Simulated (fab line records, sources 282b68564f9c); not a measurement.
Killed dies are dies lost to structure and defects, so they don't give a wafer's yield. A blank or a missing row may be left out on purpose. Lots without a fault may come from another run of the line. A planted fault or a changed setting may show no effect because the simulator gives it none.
fab line records | flow rit_cmos
record lots=7 wafers=21 last_day=8
route steps=202 shown PRETRO@71 GATE@75 FOX2@80 REOX@98 NLDD@103 SDANNEAL@155 M1@202
lots that met no fault: from a run of the same line without faults
start_h: hours from the record's first day to the start of the lot's first wafer shown | wait_h: hours since the lot's step before | " the same as in the row above | L1.1+2: a row that stands for several wafers | - no value, or no start given | * or withheld: withheld | < > ~ a bound
route shown NAME@n: a module of which the file shows steps, and the number in the route of the first | usual: mean/standard deviation of fault-free wafers | same: alike in all rows | chamber/n: place in a boat | sites: the reading at each site | _std_site: their standard deviation | _edge_site: outer sites' mean less inner sites' | radius_mm: how far each site lies from the wafer's centre | mask NAME#n: copy n | behind: the tool/chamber that last shaped the wafer | hold: why the lot was held/for how many hours/how that ended | device: the transistor (n, p or np) that didn't switch | end of line: the same wafers' tests at the end of the route | a step without rows: its recipe alone | killed: dies lost to structure and defects at the first sort, not the wafer's yield | map: a wafer's dies, x killed, . not, _ none there
set.NAME: the setting as run; set.NAME@STEP: as run at that earlier step | model.NAME: the simulator's own value behind a step, which no gauge read
lots at some steps of the route; a table a step, a row a wafer
services: from which hour (start_h, from the record's first day; less than 0 if before it) a tool's chamber was out of use, for how many hours, and why
## steps
# step RIT_PRETRO_HARDBAKE_07
# recipe resist=NOVOLAK temp_c=140 time_s=120
# step RIT_PRETRO_IMPLANT_08
# recipe species=B energy_kev=45 dose_cm2=1.2e+13 tilt_deg=7
# step RIT_PRETRO_STRIP_09
# recipe chemistry=O2 time_s=180 resist=NOVOLAK platen_temp_c=withheld power_w=500 pressure_mtorr=4000 o2_flow_sccm=4000
# usual chamber_pressure_mTorr=4000/3.3 drypump_motor_current_A=5.9/0.48
# columns lot.wafer tool chamber start_h wait_h chamber_pressure_mTorr drypump_motor_current_A rf_hours_counter_h
L920.2 plasma_asher-04 1 33.39 0.1 3995 6.1 39
L920.3 " 0 " " 3998 5.4 -
L920.4 " 1 " " 4004 6.1 -
L922.1 plasma_asher-02 1 43.97 0.1 4002 5.4 41
L922.4 " 1 " " 3993 5.4 -
L922.5 " 1 " " 3995 5.4 -
L936.1 plasma_asher-02 1 116.78 0.1 4000 5.5 48
L936.3 " 0 " " 4003 6.6 -
L936.4 " 1 " " 3996 5.5 -
L937.1 plasma_asher-02 0 125.97 0.1 4001 6.6 49
L937.4 " 0 " " 4001 6.6 -
L937.6 " 1 " " 4001 5.5 -
L938.1 plasma_asher-04 0 127.12 0.1 4001 5.5 48
L938.3 " 1 " " 3999 6.1 -
L938.5 " 0 " " 3998 5.4 -
L941.2 plasma_asher-01 0 148.34 0.1 4001 5.4 2
L941.5 " 1 " " 4006 5.9 -
L941.6 " 0 " " 3999 5.4 -
L942.2 plasma_asher-04 1 161.80 0.1 4000 6.1 51
L942.5 " 0 " " 4003 5.4 -
L942.6 " 1 " " 4004 6.1 -
# step RIT_PRETRO_TW_MEAS_10
# usual PRETRO_TW=472/6.8
# columns lot.wafer tool chamber start_h wait_h PRETRO_TW
L920.2 film_metro-03 - 33.58 0.1 480
L920.3 " - " " 477
L920.4 " - " " 478
L922.1 film_metro-04 - 44.15 0.1 465
L922.4 " - " " 467
L922.5 " - " " 466
L936.1 film_metro-04 - 116.95 0.1 465
L936.3 " - " " 469
L936.4 " - " " 465
L937.1 film_metro-04 - 126.15 0.1 464
L937.4 " - " " 466
L937.6 " - " " 463
L938.1 film_metro-01 - 127.29 0.1 477
L938.3 " - " " 478
L938.5 " - " " 478
L941.2 film_metro-04 - 148.53 0.1 462
L941.5 " - " " 465
L941.6 " - " " 465
L942.2 film_metro-03 - 161.98 0.1 479
L942.5 " - " " 484
L942.6 " - " " 480
# step RIT_GATE_WET_ETCH_00
# recipe chemistry=BOE target=SiO2 target_depth_nm=56 time_s=60 dry=n2_spin dilution=10:1 temp_c=21.5
# step RIT_GATE_CLEAN_01
# recipe chemistry=SC1 mix=3:3:50 time_s=600 temp_c=75
# step RIT_GATE_CLEAN_02
# recipe chemistry=dHF dilution=50:1 time_s=30
# step RIT_GATE_CLEAN_03
# recipe chemistry=SC2 mix=3:3:50 time_s=600 temp_c=75 dry=n2_spin
# step RIT_GATE_CLEAN_04
# recipe chemistry=dHF dilution=50:1 time_s=60 dry=n2_spin
# step RIT_FOX2_THK_MEAS_91
# recipe reads=SiO2_of_FOX2_OXIDATION_00
# usual FIELD_OXIDE_LEFT_2_THK=256/4.9
# columns lot.wafer tool chamber start_h wait_h FIELD_OXIDE_LEFT_2_THK[nm]
L920.2 film_metro-04 - 34.09 0.0 257
L920.3 " - " " 257
L920.4 " - " " 256
L922.1 film_metro-01 - 44.64 0.0 260
L922.4 " - " " 259
L922.5 " - " " 263
L936.1 film_metro-01 - 117.43 0.0 255
L936.3 " - " " 254
L936.4 " - " " 254
L937.1 film_metro-02 - 126.63 0.0 253
L937.4 " - " " 258
L937.6 " - " " 253
L938.1 film_metro-04 - 127.77 0.0 260
L938.3 " - " " 257
L938.5 " - " " 259
L941.2 film_metro-01 - 149.00 0.0 254
L941.5 " - " " 251
L941.6 " - " " 254
L942.2 film_metro-02 - 162.48 0.0 247
L942.5 " - " " 244
L942.6 " - " " 247
# step RIT_GATE_OXIDATION_05
# recipe temp_c=900 ambient=O2 target_thk_a=30 ox_time_s=270
# step RIT_GATE_ANNEAL_06
# recipe temp_c=900 time_s=600 ambient=N2O
# step RIT_GATE_THK_MEAS_07
# recipe reads=SiO2_of_GATE_OXIDATION_05
# usual GATE_OXIDE_THK=3.04/0.062
# columns lot.wafer tool chamber start_h wait_h hold GATE_OXIDE_THK[nm]
L920.2 film_metro-04 - 35.48 0.0 - 3.15
L920.3 " - " " - 3.08
L920.4 " - " " - 3.09
L922.1 film_metro-02 - 49.14 0.0 - 3.01
L922.4 " - " " - 3.04
L922.5 " - " " - 3.07
L936.1 film_metro-02 - 122.87 0.0 await_dispo/0.2h/release 5.41
L936.3 " - " " await_dispo/0.2h/release 5.47
L936.4 " - " " await_dispo/0.2h/release 5.59
L936.1 film_metro-02 - 123.09 0.2 - 5.54
L936.3 " - " " - 5.50
L936.4 " - " " - 5.49
L937.1 film_metro-02 - 136.98 0.0 await_dispo/0.2h/release 5.47
L937.4 " - " " await_dispo/0.2h/release 5.51
L937.6 " - " " await_dispo/0.2h/release 5.48
L937.1 film_metro-02 - 137.21 0.2 - 5.42
L937.4 " - " " - 5.58
L937.6 " - " " - 5.56
L938.1 film_metro-02 - 137.04 0.1 await_dispo/0.2h/release 5.49
L938.3 " - " " await_dispo/0.2h/release 5.43
L938.5 " - " " await_dispo/0.2h/release 5.49
L938.1 film_metro-02 - 137.27 0.2 - 5.49
L938.3 " - " " - 5.41
L938.5 " - " " - 5.44
L941.2 film_metro-04 - 153.13 0.0 - 2.93
L941.5 " - " " - 2.91
L941.6 " - " " - 2.92
L942.2 film_metro-01 - 166.96 0.0 - 3.13
L942.5 " - " " - 3.16
L942.6 " - " " - 3.15
# step RIT_GATE_CVD_08
# recipe material=poly-Si target_thk_nm=250 temp_c=610 precursor=SiH4 time_s=2220 pressure_mtorr=300 sih4_flow_sccm=100
# columns lot.wafer tool chamber start_h wait_h hold model.poly-Si_of_GATE_CVD_08.thk_nm
L920.2 lpcvd-01 1 35.53 0.0 - 247.3
L920.3 " 1 " " - 248.7
L920.4 " 1 " " - 249.3
L922.1 lpcvd-02 0 49.74 0.6 - 252.9
L922.4 " 0 " " - 252.2
L922.5 " 0 " " - 256.7
L936.1 lpcvd-01 0 130.11 7.0 await_dispo/4.8h/release 252.3
L936.3 " 0 " " await_dispo/4.8h/release 249.2
L936.4 " 0 " " await_dispo/4.8h/release 250.5
L938.1+5 lpcvd-01 1 140.93 3.7 await_dispo/3.4h/release 251.1
L938.3 " 1 " " await_dispo/3.4h/release 252.3
L937.1 lpcvd-02 0 142.23 5.0 await_dispo/5.0h/release 251.6
L937.4 " 0 " " await_dispo/5.0h/release 250.6
L937.6 " 0 " " await_dispo/5.0h/release 252.8
L941.2+5 lpcvd-01 0 154.20 1.1 - 251.1
L941.6 " 0 " " - 253.1
L942.2 lpcvd-01 0 167.01 0.0 - 252.9
L942.5 " 0 " " - 253.5
L942.6 " 0 " " - 254.2
# step RIT_GATE_THK_MEAS_09
# recipe reads=poly-Si_of_GATE_CVD_08
# usual GATE_POLY_THK=250.1/2
# columns lot.wafer tool chamber start_h wait_h GATE_POLY_THK[nm]
L920.2 film_metro-02 - 37.15 0.0 247.2
L920.3 " - " " 248.9
L920.4 " - " " 249.4
L922.1 film_metro-02 - 52.17 0.0 253.0
L922.4 " - " " 252.2
L922.5 " - " " 256.9
L936.1 film_metro-01 - 133.75 0.0 252.4
L936.3 " - " " 249.1
L936.4 " - " " 250.8
L938.1 film_metro-04 - 142.55 0.0 251.0
L938.3 " - " " 252.2
L938.5 " - " " 251.2
L937.1 film_metro-02 - 144.66 0.0 251.6
L937.4 " - " " 250.6
L937.6 " - " " 252.8
L941.2 film_metro-01 - 155.82 0.0 251.2
L941.5 " - " " 250.9
L941.6 " - " " 252.9
L942.2 film_metro-02 - 168.64 0.0 253.1
L942.5 " - " " 253.7
L942.6 " - " " 254.1
# step RIT_GATE_HMDS_10
# recipe prime_time_s=60 prime_temp_c=140
# step RIT_GATE_COAT_11
# recipe resist=NOVOLAK spin_rpm=4250 resist_thk_nm=850
# step RIT_GATE_SOFTBAKE_12
# recipe resist=NOVOLAK temp_c=90 time_s=60
# step RIT_GATE_EXPOSE_13
# recipe mask_id=M6 na=0.6 source_shape=conventional sigma_outer=0.6 target_cd_nm=150 dose_mj=380
# step RIT_GATE_PEB_14
# recipe resist=NOVOLAK temp_c=withheld time_s=withheld
# step RIT_GATE_DEVELOP_15
# recipe resist=NOVOLAK develop_time_s=50 dev_temp_c=23
# step RIT_GATE_CD_MEAS_16
# recipe target_cd_nm=150
# usual cd_nm=148.6/2.9
# columns lot.wafer tool chamber start_h wait_h cd_nm
L920.2 cd_sem-01 - 38.15 - 152.0
L920.3 " - " " 155.4
L920.4 " - " " 154.2
L922.1 cd_sem-02 - 53.08 - 147.3
L922.4 " - " " 148.7
L922.5 " - " " 145.2
L936.1 cd_sem-02 - 134.76 - 149.3
L936.3 " - " " 148.3
L936.4 " - " " 148.6
L938.1 cd_sem-01 - 143.78 - 151.0
L938.3 " - " " 150.6
L938.5 " - " " 152.0
L937.1 cd_sem-02 - 145.57 - 149.9
L937.4 " - " " 148.2
L937.6 " - " " 149.3
L941.2 cd_sem-01 - 156.87 - 148.2
L941.5 " - " " 148.1
L941.6 " - " " 147.7
L942.2 cd_sem-02 - 169.84 - 148.9
L942.5 " - " " 145.5
L942.6 " - " " 148.1
# step RIT_GATE_OVL_MEAS_17
# usual GATE_OVL=-0.9/1.2
# columns lot.wafer tool chamber start_h wait_h GATE_OVL[nm]
L920.2 overlay-01 - 38.26 0.1 -2.5
L920.3 " - " " -3.3
L920.4 " - " " -2.6
L922.1 overlay-01 - 53.20 0.1 -1.3
L922.4 " - " " -1.5
L922.5 " - " " -2.2
L936.1 overlay-01 - 134.88 0.1 -0.8
L936.3 " - " " -1.9
L936.4 " - " " -3.4
L938.1 overlay-01 - 143.90 0.1 -0.9
L938.3 " - " " -3.8
L938.5 " - " " -1.0
L937.1 overlay-02 - 145.69 0.1 -0.7
L937.4 " - " " -1.4
L937.6 " - " " -1.7
L941.2 overlay-01 - 156.97 0.1 -1.5
L941.5 " - " " -0.9
L941.6 " - " " -2.0
L942.2 overlay-01 - 169.95 0.1 -3.1
L942.5 " - " " -2.6
L942.6 " - " " -3.0
# step RIT_GATE_HARDBAKE_18
# recipe resist=NOVOLAK temp_c=140 time_s=60
# step RIT_GATE_ETCH_19
# recipe chemistry=SF6/CHF3/O2 time_s=165 SF6_flow_sccm=30 CHF3_flow_sccm=30 O2_flow_sccm=5 target=poly-Si pressure_mtorr=40 rf_w=160 target_depth_a=3125 over_etch_frac=0.25 stop_on=SiO2
# usual chamber_pressure_mTorr=40.00/0.038 drypump_motor_current_A=5.4/0.49 oes_product_au=0.846/0.014 throttle_valve_pct=10.25/0.1
# columns lot.wafer tool chamber start_h wait_h chamber_pressure_mTorr drypump_motor_current_A oes_product_au rf_hours_counter_h throttle_valve_pct model.GATE.feature_depth_nm model.etch.depth_nm
L920.2 rie_si-01 2 38.44 0.1 40.03 5.6 0.847 1 10.20 247.3 247.3
L920.3 " 3 " " 39.97 4.9 0.863 158 10.13 248.7 248.7
L920.4 " 0 " " 39.96 5.5 0.849 141 10.31 249.3 249.3
L922.1 rie_si-01 0 53.38 0.1 39.96 5.5 0.843 141 10.29 252.9 252.9
L922.4 " 2 " " 40.01 5.6 0.861 2 10.19 252.2 252.2
L922.5 " 2 " " 39.96 5.6 0.869 - 10.18 256.7 256.7
L936.1 rie_si-01 1 135.21 0.1 40.02 4.7 0.843 86 10.41 252.3 252.3
L936.3 " 0 " " 39.91 5.5 0.853 141 10.31 249.2 249.2
L936.4 " 2 " " 40.01 5.6 0.854 2 10.19 250.5 250.5
L938.1 rie_si-02 0 144.09 0.1 39.97 5.1 0.870 30 10.17 251.1 251.1
L938.3 " 2 " " 39.96 5.9 0.851 39 10.32 252.3 252.3
L938.5 " 1 " " 40.04 6.3 0.845 - 10.18 251.1 251.1
L937.1 rie_si-01 0 145.87 0.1 39.95 5.4 0.854 141 10.30 251.6 251.6
L937.4 " 1 " " 39.97 4.7 0.832 86 10.41 250.6 250.6
L937.6 " 2 " " 40.00 5.6 0.859 - 10.20 252.8 252.8
L941.2 rie_si-01 1 157.15 0.1 40.00 4.7 0.838 86 10.42 251.1 251.1
L941.5 " 2 " " 39.99 5.6 0.852 - 10.20 251.1 251.1
L941.6 " 1 " " 39.96 4.8 0.839 - 10.42 253.1 253.1
L942.2 rie_si-01 1 170.13 0.1 40.03 4.8 0.842 86 10.43 252.9 252.9
L942.5 " 1 " " 39.93 4.8 0.840 - 10.42 253.5 253.5
L942.6 " 2 " " 40.02 5.6 0.864 - 10.19 254.2 254.2
# step RIT_GATE_STRIP_20
# recipe chemistry=O2 time_s=180 resist=NOVOLAK platen_temp_c=withheld power_w=500 pressure_mtorr=4000 o2_flow_sccm=4000
# usual chamber_pressure_mTorr=4000/3.7 drypump_motor_current_A=5.7/0.45
# columns lot.wafer tool chamber start_h wait_h chamber_pressure_mTorr drypump_motor_current_A rf_hours_counter_h
L920.2 plasma_asher-01 0 38.54 0.1 3999 5.4 39
L920.3 " 1 " " 3999 5.9 -
L920.4 " 0 " " 4000 5.4 -
L922.1 plasma_asher-04 0 53.49 0.1 4002 5.4 40
L922.4 " 1 " " 3994 6.1 -
L922.5 " 1 " " 4008 6.1 -
L936.1 plasma_asher-03 0 135.31 0.1 4003 6.3 34
L936.3 " 0 " " 3997 6.3 -
L936.4 " 1 " " 4001 5.0 -
L938.1 plasma_asher-04 0 144.20 0.1 3995 5.4 49
L938.3 " 0 " " 4003 5.4 -
L938.5 " 1 " " 3999 6.1 -
L937.1 plasma_asher-01 0 145.98 0.1 4003 5.4 2
L937.4 " 1 " " 4008 5.9 -
L937.6 " 0 " " 4007 5.4 -
L941.2 plasma_asher-01 0 157.26 0.1 3997 5.4 3
L941.5 " 1 " " 4002 6.0 -
L941.6 " 0 " " 4002 5.4 -
L942.2 plasma_asher-03 0 170.24 0.1 4001 6.3 38
L942.5 " 1 " " 3996 5.0 -
L942.6 " 0 " " 3997 6.3 -
# step RIT_GATE_CD_MEAS_90
# recipe target_cd_nm=150
# usual cd_nm=148.7/2.9
# columns lot.wafer tool chamber start_h wait_h cd_nm
L920.2 cd_sem-02 - 38.74 0.1 152.1
L920.3 " - " " 155.2
L920.4 " - " " 153.8
L922.1 cd_sem-02 - 53.67 0.1 147.3
L922.4 " - " " 148.5
L922.5 " - " " 145.3
L936.1 cd_sem-01 - 135.68 0.3 149.9
L936.3 " - " " 148.3
L936.4 " - " " 149.0
L938.1 cd_sem-01 - 144.37 0.1 151.4
L938.3 " - " " 150.7
L938.5 " - " " 151.4
L937.1 cd_sem-02 - 146.15 0.1 149.1
L937.4 " - " " 148.5
L937.6 " - " " 149.7
L941.2 cd_sem-02 - 157.46 0.1 148.9
L941.5 " - " " 148.4
L941.6 " - " " 147.3
L942.2 cd_sem-01 - 170.43 0.1 149.2
L942.5 " - " " 145.4
L942.6 " - " " 148.3
# step RIT_REOX_CLEAN_00
# recipe chemistry=SC1 mix=3:3:50 time_s=600 temp_c=75
# step RIT_REOX_CLEAN_01
# recipe chemistry=dHF dilution=50:1 time_s=30
# step RIT_REOX_CLEAN_02
# recipe chemistry=SC2 mix=3:3:50 time_s=600 temp_c=75 dry=n2_spin
# step RIT_REOX_OXIDATION_03
# recipe temp_c=900 ambient=O2 target_thk_a=252 ox_time_s=5580
# step RIT_REOX_THK_MEAS_04
# recipe reads=SiO2_of_REOX_OXIDATION_03
# usual REOX_OXIDE_THK=25.1/0.54
# columns lot.wafer tool chamber start_h wait_h REOX_OXIDE_THK[nm]
L920.2 film_metro-02 - 42.17 0.0 25.2
L920.3 " - " " 25.3
L920.4 " - " " 25.2
L922.1 film_metro-04 - 56.70 0.0 25.1
L922.4 " - " " 24.8
L922.5 " - " " 25.2
L936.1 film_metro-02 - 139.28 0.0 25.3
L936.3 " - " " 25.5
L936.4 " - " " 24.6
L938.1 film_metro-02 - 148.36 0.0 25.2
L938.3 " - " " 25.0
L938.5 " - " " 25.3
L937.1 film_metro-04 - 150.91 0.0 24.1
L937.4 " - " " 24.6
L937.6 " - " " 24.8
L941.2 film_metro-02 - 163.73 0.0 24.7
L941.5 " - " " 24.4
L941.6 " - " " 24.7
L942.2 film_metro-02 - 175.94 0.0 25.6
L942.5 " - " " 25.6
L942.6 " - " " 25.3
# step RIT_NLDD_HMDS_00
# recipe prime_time_s=60 prime_temp_c=140
# step RIT_NLDD_COAT_01
# recipe resist=NOVOLAK spin_rpm=3250 resist_thk_nm=1000
# step RIT_NLDD_SOFTBAKE_02
# recipe resist=NOVOLAK temp_c=90 time_s=60
# step RIT_NLDD_EXPOSE_03
# recipe mask_id=M7 na=0.57 target_cd_nm=40700 dose_mj=250
# step RIT_NLDD_PEB_04
# recipe resist=NOVOLAK temp_c=withheld time_s=withheld
# step RIT_NLDD_DEVELOP_05
# recipe resist=NOVOLAK develop_time_s=50 dev_temp_c=23
# step RIT_NLDD_OVL_MEAS_06
# usual NLDD_OVL=1.0/1.1
# columns lot.wafer tool chamber start_h wait_h NLDD_OVL[nm]
L920.2 overlay-01 - 43.23 - 0.0
L920.3 " - " " 0.2
L920.4 " - " " 1.1
L922.1 overlay-02 - 57.74 - 1.5
L922.4 " - " " 1.5
L922.5 " - " " 2.0
L936.1 overlay-02 - 140.33 - 1.3
L936.3 " - " " -1.5
L936.4 " - " " 1.2
L938.1 overlay-02 - 149.33 - 1.2
L938.3 " - " " 1.0
L938.5 " - " " 0.4
L937.1 overlay-01 - 152.25 - 1.0
L937.4 " - " " 2.6
L937.6 " - " " 2.5
L941.2 overlay-01 - 165.02 - 2.1
L941.5 " - " " 1.6
L941.6 " - " " 0.9
L942.2 overlay-02 - 177.11 - 1.6
L942.5 " - " " 1.3
L942.6 " - " " 0.4
# step RIT_NLDD_HARDBAKE_07
# recipe resist=NOVOLAK temp_c=140 time_s=60
# step RIT_NLDD_IMPLANT_08
# recipe species=P energy_kev=20 dose_cm2=5e+14 tilt_deg=7
# step RIT_NLDD_STRIP_09
# recipe chemistry=O2 time_s=180 resist=NOVOLAK platen_temp_c=withheld power_w=500 pressure_mtorr=4000 o2_flow_sccm=4000
# usual chamber_pressure_mTorr=4000/3.6 drypump_motor_current_A=5.8/0.52
# columns lot.wafer tool chamber start_h wait_h chamber_pressure_mTorr drypump_motor_current_A rf_hours_counter_h
L920.2 plasma_asher-02 1 43.58 0.1 3998 5.5 41
L920.3 " 0 " " 4002 6.6 -
L920.4 " 1 " " 3996 5.5 -
L922.1 plasma_asher-04 1 58.07 0.1 4009 6.1 41
L922.4 " 1 " " 4002 6.1 -
L922.5 " 0 " " 3995 5.4 -
L936.1 plasma_asher-04 0 140.80 0.1 3997 5.4 48
L936.3 " 1 " " 3996 6.1 -
L936.4 " 0 " " 4001 5.4 -
L938.1 plasma_asher-02 0 149.93 0.1 3997 6.6 50
L938.3 " 0 " " 4000 6.6 -
L938.5 " 0 " " 4002 6.6 -
L937.1 plasma_asher-04 0 152.58 0.1 3997 5.4 49
L937.4 " 0 " " 4006 5.4 -
L937.6 " 1 " " 4001 6.1 -
L941.2 plasma_asher-04 1 165.35 0.1 4004 6.1 51
L941.5 " 1 " " 4001 6.1 -
L941.6 " 0 " " 3999 5.5 -
L942.2 plasma_asher-04 0 177.44 0.1 4003 5.4 52
L942.5 " 1 " " 3999 6.1 -
L942.6 " 0 " " 4002 5.4 -
# step RIT_SDANNEAL_CLEAN_02
# recipe chemistry=SC2 mix=3:3:50 time_s=600 temp_c=75 dry=n2_spin
# columns lot.wafer tool chamber start_h wait_h model.poly-Si_of_GATE_CVD_08.thk_nm
L920.2 wet_bench-02 0 51.03 0.0 161.7
L920.3 " 0 " " 162.8
L920.4 " 0 " " 163.2
L922.1 wet_bench-02 2 65.51 0.0 166.1
L922.4 " 2 " " 165.8
L922.5 " 2 " " 169.9
L936.1 wet_bench-02 1 149.32 0.0 164.8
L936.3 " 1 " " 163
L936.4 " 1 " " 162.8
L938.1 wet_bench-02 1 157.46 0.0 165.9
L938.3 " 1 " " 166.8
L938.5 " 1 " " 165.1
L937.1 wet_bench-01 3 162.05 0.1 165
L937.4 " 3 " " 162.7
L937.6 " 3 " " 165.6
L941.2 wet_bench-04 2 174.06 0.0 162.1
L941.5 " 2 " " 163.8
L941.6 " 2 " " 165.8
L942.2 wet_bench-04 3 185.11 0.0 166
L942.5 " 3 " " 167.1
L942.6 " 3 " " 167.3
# step RIT_M1_PROBE_99
# usual killed_at_contacts=0.1/0.24 killed_at_front_end=7/3.1 killed_dies=7/3.1 killed_open=3.3/1.9 killed_short=3.9/2.1
# same gross_dies=264 killed_at_M0_to_M3=0 killed_at_M4_up=0 killed_at_back_side=0 killed_at_other=0
# columns lot.wafer tool chamber start_h wait_h killed_at_contacts killed_at_front_end killed_dies killed_open killed_short
L920.2 prober-01 - 59.02 0.1 0 7 7 4 3
L920.3 prober-01 - 59.07 0.2 0 12 12 4 8
L920.4 prober-01 - 59.12 0.2 0 8 8 5 3
L922.1 prober-01 - 73.28 0.1 0 8 8 4 4
L922.4 prober-01 - 73.43 0.2 0 10 10 4 6
L922.5 prober-01 - 73.48 0.2 0 5 5 1 4
L936.1 prober-01 - 157.39 0.1 0 4 4 0 4
L936.3 prober-01 - 157.49 0.2 0 7 7 3 4
L936.4 prober-01 - 157.54 0.2 0 7 7 2 5
L938.1 prober-02 - 165.30 0.1 0 6 6 1 5
L938.3 prober-02 - 165.40 0.2 1 6 7 5 2
L938.5 prober-02 - 165.50 0.2 0 7 7 2 5
L937.1 prober-01 - 170.75 0.1 0 12 12 8 4
L937.4 prober-01 - 170.90 0.2 1 4 5 2 3
L937.6 prober-01 - 171.00 0.2 0 8 8 5 3
L941.2 prober-02 - 181.96 0.1 0 2 2 1 1
L941.5 prober-02 - 182.11 0.2 0 6 6 0 6
L941.6 prober-02 - 182.16 0.2 0 6 6 2 4
L942.2 prober-02 - 194.35 0.1 0 13 13 5 8
L942.5 prober-02 - 194.50 0.2 0 8 8 2 6
L942.6 prober-02 - 194.55 0.2 1 9 10 4 6
# killed by level:class
L920.2 GATE:geometric_particle:open=3 FOX1:geometric_particle:short=1 GATE:geometric_particle:short=1 SPACER:geometric_particle:open=1 SPACER:geometric_particle:short=1
L920.3 GATE:geometric_particle:short=4 FOX1:geometric_particle:short=2 SPACER:geometric_particle:open=2 SPACER:geometric_particle:short=2 GATE:geometric_particle:open=1 SILICIDE:geometric_particle:open=1
L920.4 FOX1:geometric_particle:open=3 SILICIDE:geometric_particle:open=2 FOX2:geometric_particle:short=1 GATE:geometric_particle:short=1 REOX:geometric_particle:short=1
L922.1 GATE:geometric_particle:short=2 REOX:geometric_particle:open=2 FOX2:geometric_particle:open=1 GATE:geometric_particle:open=1 SPACER:geometric_particle:short=1 SILICIDE:geometric_particle:short=1
L922.4 FOX2:geometric_particle:short=2 GATE:geometric_particle:short=2 FOX1:geometric_particle:open=1 FOX1:geometric_particle:short=1 FOX2:geometric_particle:open=1 GATE:geometric_particle:open=1 SILICIDE:geometric_particle:short=1 SILICIDE:geometric_particle:open=1
L922.5 GATE:geometric_particle:short=1 REOX:geometric_particle:short=1 SPACER:geometric_particle:open=1 SPACER:geometric_particle:short=1 SILICIDE:geometric_particle:short=1
L936.1 FOX1:geometric_particle:short=2 GATE:geometric_particle:short=1 SILICIDE:geometric_particle:short=1
L936.3 REOX:geometric_particle:open=2 FOX1:geometric_particle:open=1 FOX1:geometric_particle:short=1 REOX:geometric_particle:short=1 SPACER:geometric_particle:short=1 SILICIDE:geometric_particle:short=1
L936.4 FOX1:geometric_particle:short=3 GATE:geometric_particle:short=2 REOX:geometric_particle:open=1 SPACER:geometric_particle:open=1
L938.1 FOX1:geometric_particle:short=2 REOX:geometric_particle:short=2 SPACER:geometric_particle:short=1 SILICIDE:geometric_particle:open=1
L938.3 REOX:geometric_particle:open=3 GATE:geometric_particle:open=2 GATE:geometric_particle:short=1 CONTACT:geometric_particle:short=1
L938.5 FOX1:geometric_particle:short=1 FOX2:geometric_particle:short=1 GATE:geometric_particle:open=1 GATE:geometric_particle:short=1 REOX:geometric_particle:open=1 REOX:geometric_particle:short=1 SILICIDE:geometric_particle:short=1
L937.1 GATE:geometric_particle:open=4 REOX:geometric_particle:short=3 REOX:geometric_particle:open=2 ACTIVE:geometric_particle:short=1 FOX1:geometric_particle:open=1 SILICIDE:geometric_particle:open=1
L937.4 SILICIDE:geometric_particle:short=2 FOX1:geometric_particle:open=1 SPACER:geometric_particle:short=1 CONTACT:geometric_particle:open=1
L937.6 FOX1:geometric_particle:short=2 REOX:geometric_particle:open=2 FOX1:geometric_particle:open=1 GATE:geometric_particle:open=1 SPACER:geometric_particle:open=1 SPACER:geometric_particle:short=1
L941.2 FOX2:geometric_particle:short=1 REOX:geometric_particle:open=1
L941.5 GATE:geometric_particle:short=4 FOX1:geometric_particle:short=1 FOX2:geometric_particle:short=1
L941.6 FOX1:geometric_particle:short=2 REOX:geometric_particle:short=2 FOX1:geometric_particle:open=1 FOX2:geometric_particle:open=1
L942.2 GATE:geometric_particle:short=3 REOX:geometric_particle:short=2 SILICIDE:geometric_particle:open=2 SILICIDE:geometric_particle:short=2 FOX1:geometric_particle:open=1 FOX2:geometric_particle:open=1 FOX2:geometric_particle:short=1 GATE:geometric_particle:open=1
L942.5 GATE:geometric_particle:short=2 REOX:geometric_particle:short=2 SPACER:geometric_particle:short=2 SILICIDE:geometric_particle:open=1 REOX:geometric_particle:open=1
L942.6 REOX:geometric_particle:short=2 REOX:geometric_particle:open=2 SILICIDE:geometric_particle:short=2 GATE:geometric_particle:open=1 SPACER:geometric_particle:short=1 SPACER:geometric_particle:open=1 CONTACT:geometric_particle:short=1
## services
# columns tool chamber start_h hours kind
plasma_asher-03 - 27.16 14.6 pm
plasma_asher-04 - 35.24 10.0 pm
plasma_asher-02 - 44.58 1.2 repair
wet_bench-01 - 46.24 33.6 pm
plasma_asher-04 - 47.58 3.2 repair
rie_si-01 3 75.28 - clean
rie_si-01 3 75.28 11.0 scheduled_down
rie_si-01 3 75.28 11.0 vent_cycle
plasma_asher-02 - 92.16 14.6 pm
wet_bench-01 - 108.21 1.2 repair
plasma_asher-01 - 108.75 9.0 pm
plasma_asher-01 0 108.75 9.0 vent_cycle
plasma_asher-01 1 108.75 9.0 vent_cycle
plasma_asher-03 - 112.93 2.7 repair
plasma_asher-04 - 116.94 2.9 repair
plasma_asher-01 0 117.75 - clean
rie_si-02 3 120.25 12.3 repair
lpcvd-01 - 121.78 2.5 repair
rie_si-02 0 131.00 2.3 repair
rie_si-01 0 152.91 - clean
rie_si-01 0 152.91 29.2 scheduled_down
rie_si-01 0 152.91 29.2 vent_cycle
plasma_asher-04 - 167.00 0.6 repair
plasma_asher-02 - 168.22 6.6 repair
## key
first_sign step=RIT_GATE_THK_MEAS_07 reading=visit direction=added
effect step=RIT_GATE_THK_MEAS_07 reading=GATE_OXIDE_THK direction=up sigmas=39 usual=3.04 struck=5.48
model_effect step=RIT_GATE_CVD_08 value=poly-Si_of_GATE_CVD_08.thk_nm without=250.2 struck=251.3
model_effect step=RIT_GATE_ETCH_19 value=GATE.feature_depth_nm without=250.2 struck=251.3
model_effect step=RIT_SDANNEAL_CLEAN_02 value=poly-Si_of_GATE_CVD_08.thk_nm without=163.5 struck=164.6
met_at RIT_GATE_THK_MEAS_07
struck_wafers L936.1,L936.3,L936.4,L937.1,L937.4,L937.6,L938.1,L938.3,L938.5
tester_left_out L936,L937,L938
onset_between 49.14 122.87
fault kind=metrology_matching_offset tool=film_metro-02 chamber=- onset_h=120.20 steps=RIT_GATE_THK_MEAS_07 param=thk_nm offset=2.454
# tester_left_out: of these lots the tester's yield and bins aren't shown, on N5 and GAA mostly nor the transistor test; their killed dies are dies lost to structure and defects alone, not to doping, threshold or leakage, so they don't give the yield
